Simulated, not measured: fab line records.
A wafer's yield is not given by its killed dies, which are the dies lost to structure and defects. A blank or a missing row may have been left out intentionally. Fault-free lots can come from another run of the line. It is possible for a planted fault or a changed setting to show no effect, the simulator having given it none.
fab line records ; flow rit_cmos
[record] lots = 6; wafers = 18; last_day = 7
route steps=202 shown NWELL@32 PWELL@39
lots with no fault: from the same line, run without faults
start_h: the number of hours between the record's first day and the start of the first shown wafer of the lot ; wait_h: time in hours since the lot's previous step ; " unchanged from the row above ; L1.1+2: a row that stands for several wafers ; - no value, or no start given ; * or withheld: withheld ; < > ~ a bound
route shown NAME@n: a module of which the file shows steps, and the number in the route of the first ; usual: the fault-free wafers' mean and standard deviation ; same: alike in all rows ; chamber/n: place in a boat ; sites: each site's reading ; _std_site: standard deviation across them ; _edge_site: mean of outer sites minus mean of inner sites ; radius_mm: for every site, how far away it sits from the centre of the wafer ; mask NAME#n: copy n ; behind: the tool/chamber that last shaped the wafer ; hold: reason for holding the lot/hours on hold/outcome of the hold ; device: transistor that didn't switch, given as n, p or np ; end of line: the tests these same wafers got at the end of their route ; a step given without rows: its recipe and nothing more ; killed: dies lost to structure and defects at the first sort, not the wafer's yield ; map: shows each die of a wafer: x if killed, . if not, _ if none is there
set.NAME: setting as actually run; set.NAME@STEP: the setting as run at that earlier step ; model.NAME: the simulator's own value behind a step, which no gauge read
lots at some steps of the route; a table a step, a row a wafer
services: from which hour (start_h, from the record's first day; less than 0 if before it) a tool's chamber was out of use, for how many hours, and why
[[steps]]
[step RIT_NWELL_PEB_04]
[recipe] resist = NOVOLAK; temp_c = withheld; time_s = withheld
[step RIT_NWELL_DEVELOP_05]
[recipe] resist = NOVOLAK; develop_time_s = 68; dev_temp_c = 23
[step RIT_NWELL_OVL_MEAS_06]
[usual] NWELL_OVL = 1.1/1.1
lot.wafer;tool;chamber;start_h;wait_h;NWELL_OVL[nm]
L211.1;overlay-02;-;39.81;-;2.1
L211.4;overlay-02;-;39.81;-;1.2
L211.6;overlay-02;-;39.81;-;1.1
L212.2;overlay-01;-;43.49;-;1.9
L212.4;overlay-01;-;43.49;-;3.4
L212.5;overlay-01;-;43.49;-;1.3
L221.2;overlay-02;-;88.51;-;1.0
L221.3;overlay-02;-;88.51;-;2.1
L221.6;overlay-02;-;88.51;-;2.7
L222.3;overlay-02;-;91.85;-;-0.8
L222.4;overlay-02;-;91.85;-;0.9
L222.5;overlay-02;-;91.85;-;-0.1
L228.2;overlay-01;-;123.66;-;1.6
L228.3;overlay-01;-;123.66;-;2.0
L228.4;overlay-01;-;123.66;-;2.1
L231.1;overlay-01;-;138.20;-;0.1
L231.2;overlay-01;-;138.20;-;0.9
L231.4;overlay-01;-;138.20;-;2.0
[step RIT_NWELL_HARDBAKE_07]
[recipe] resist = NOVOLAK; temp_c = 140; time_s = 120
[step RIT_NWELL_IMPLANT_08]
[recipe] species = P; energy_kev = 170; dose_cm2 = 4.896e+13; tilt_deg = 7
[step RIT_NWELL_STRIP_09]
[recipe] chemistry = O2; time_s = 180; resist = NOVOLAK; platen_temp_c = withheld; power_w = 500; pressure_mtorr = 4000; o2_flow_sccm = 4000
[usual] drypump_motor_current_A = 6.09/0.28
lot.wafer;tool;chamber;start_h;wait_h;drypump_motor_current_A;rf_hours_counter_h
L211.1;plasma_asher-03;0;40.25;0.1;5.91;37
L211.4;plasma_asher-03;1;40.25;0.1;6.15;-
L211.6;plasma_asher-03;0;40.25;0.1;5.92;-
L212.2;plasma_asher-04;0;43.92;0.1;5.77;24
L212.4;plasma_asher-04;0;43.92;0.1;5.78;-
L212.5;plasma_asher-04;1;43.92;0.1;5.37;-
L221.2;plasma_asher-03;1;88.94;0.1;6.14;44
L221.3;plasma_asher-03;0;88.94;0.1;5.91;-
L221.6;plasma_asher-03;1;88.94;0.1;6.13;-
L222.3;plasma_asher-02;1;92.33;0.1;6.27;-
L222.4;plasma_asher-02;0;92.33;0.1;6.28;-
L222.5;plasma_asher-02;1;92.33;0.1;6.28;-
L228.2;plasma_asher-02;0;124.09;0.1;6.30;1
L228.3;plasma_asher-02;1;124.09;0.1;6.28;-
L228.4;plasma_asher-02;0;124.09;0.1;6.27;-
L231.1;plasma_asher-02;1;138.64;0.1;6.32;4
L231.2;plasma_asher-02;0;138.64;0.1;6.25;4
L231.4;plasma_asher-02;0;138.64;0.1;6.28;-
[step RIT_NWELL_TW_MEAS_10]
[usual] NWELL_TW = 2140/19
lot.wafer;tool;chamber;start_h;wait_h;NWELL_TW
L211.1;film_metro-01;-;40.42;0.1;2119
L211.4;film_metro-01;-;40.42;0.1;2118
L211.6;film_metro-01;-;40.42;0.1;2111
L212.2;film_metro-04;-;44.11;0.1;2155
L212.4;film_metro-04;-;44.11;0.1;2156
L212.5;film_metro-04;-;44.11;0.1;2165
L221.2;film_metro-03;-;89.12;0.1;2111
L221.3;film_metro-03;-;89.12;0.1;2117
L221.6;film_metro-03;-;89.12;0.1;2133
L222.3;film_metro-04;-;92.47;0.1;2174
L222.4;film_metro-04;-;92.47;0.1;2168
L222.5;film_metro-04;-;92.47;0.1;2168
L228.2;film_metro-01;-;124.28;0.1;2137
L228.3;film_metro-01;-;124.28;0.1;2128
L228.4;film_metro-01;-;124.28;0.1;2132
L231.1;film_metro-01;-;138.81;0.1;2130
L231.2;film_metro-01;-;138.81;0.1;2122
L231.4;film_metro-01;-;138.81;0.1;2138
[step RIT_PWELL_HMDS_00]
[recipe] prime_time_s = 60; prime_temp_c = 140
[step RIT_PWELL_COAT_01]
[recipe] resist = NOVOLAK; spin_rpm = 2000; resist_thk_nm = 1300
[step RIT_PWELL_SOFTBAKE_02]
[recipe] resist = NOVOLAK; temp_c = 90; time_s = 60
[step RIT_PWELL_EXPOSE_03]
[recipe] mask_id = M3; na = 0.57; target_cd_nm = 43700; dose_mj = 250
[step RIT_PWELL_PEB_04]
[recipe] resist = NOVOLAK; temp_c = withheld; time_s = withheld
[step RIT_PWELL_DEVELOP_05]
[recipe] resist = NOVOLAK; develop_time_s = 71.04; dev_temp_c = 23
[usual] chill_plate_temp_C = 23.01/0.11; develop_time_s = 71.04/0
lot.wafer;tool;chamber;start_h;wait_h;chill_plate_temp_C;develop_time_s
L211.1;litho_track-01;0;41;-;23.17;71.04
L211.4;litho_track-01;0;41;-;22.97;71.04
L211.6;litho_track-01;0;41;-;22.95;71.04
L212.2;litho_track-02;0;45;-;22.96;71.04
L212.4;litho_track-02;0;45;-;22.98;71.04
L212.5;litho_track-02;0;45;-;23.10;71.04
L221.2;litho_track-02;-;89;-;-;-
L221.3;litho_track-02;-;89;-;-;-
L221.6;litho_track-02;-;90;-;-;-
L222.3;litho_track-03;-;93;-;-;-
L222.4;litho_track-03;-;93;-;-;-
L222.5;litho_track-03;-;93;-;-;-
L228.2;litho_track-01;0;125;-;22.99;71.04
L228.3;litho_track-01;0;125;-;23.05;71.04
L228.4;litho_track-01;0;125;-;22.97;71.04
L231.1;litho_track-03;0;139;-;23.02;71.04
L231.2;litho_track-03;0;139;-;23.18;71.04
L231.4;litho_track-03;0;139;-;23.09;71.04
[step RIT_PWELL_OVL_MEAS_06]
[usual] PWELL_OVL = 0.6/1.2
lot.wafer;tool;chamber;start_h;wait_h;PWELL_OVL[nm]
L211.1;overlay-01;-;41.78;-;0.7
L211.4;overlay-01;-;41.78;-;1.4
L211.6;overlay-01;-;41.78;-;0.0
L212.2;overlay-02;-;45.17;-;-0.5
L212.4;overlay-02;-;45.17;-;-0.2
L212.5;overlay-02;-;45.17;-;-1.3
L221.2;overlay-01;-;90.06;-;-
L221.3;overlay-01;-;90.06;-;-
L221.6;overlay-01;-;90.06;-;-
L222.3;overlay-02;-;93.40;-;-
L222.4;overlay-02;-;93.40;-;-
L222.5;overlay-02;-;93.40;-;-
L228.2;overlay-01;-;125.28;-;1.5
L228.3;overlay-01;-;125.28;-;1.6
L228.4;overlay-01;-;125.28;-;1.5
L231.1;overlay-02;-;139.75;-;1.2
L231.2;overlay-02;-;139.75;-;-0.2
L231.4;overlay-02;-;139.75;-;0.4
[[services]]
tool;chamber;start_h;hours;kind
plasma_asher-02;-;108.75;9.0;pm
plasma_asher-02;0;108.75;9.0;vent_cycle
plasma_asher-02;1;108.75;9.0;vent_cycle
plasma_asher-02;0;117.75;-;clean
plasma_asher-02;1;117.75;-;clean
plasma_asher-03;-;128.34;14.6;pm
[[key]]
[first_sign] step = RIT_PWELL_DEVELOP_05; reading = tool_record; direction = missing
effect none on later readings
met_at RIT_PWELL_DEVELOP_05
struck_wafers L221.2,L221.3,L221.6,L222.3,L222.4,L222.5
sort_left_out L221.2,L221.3,L221.6,L222.3,L222.4,L222.5
tester_left_out L221,L222
[fault] kind = skipped_step_whole; tool = litho_track-02,litho_track-03; chamber = -; onset_h = 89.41; steps = RIT_PWELL_DEVELOP_05; scope = struck_lots_only
// tester_left_out: of these lots the tester's yield and bins aren't shown, on N5 and GAA mostly nor the transistor test; their killed dies are dies lost to structure and defects alone, not to doping, threshold or leakage, so they don't give the yield
// sort_left_out: the simulated sort isn't trusted on such a fault, so these wafers' sort isn't shown, and their yield isn't known
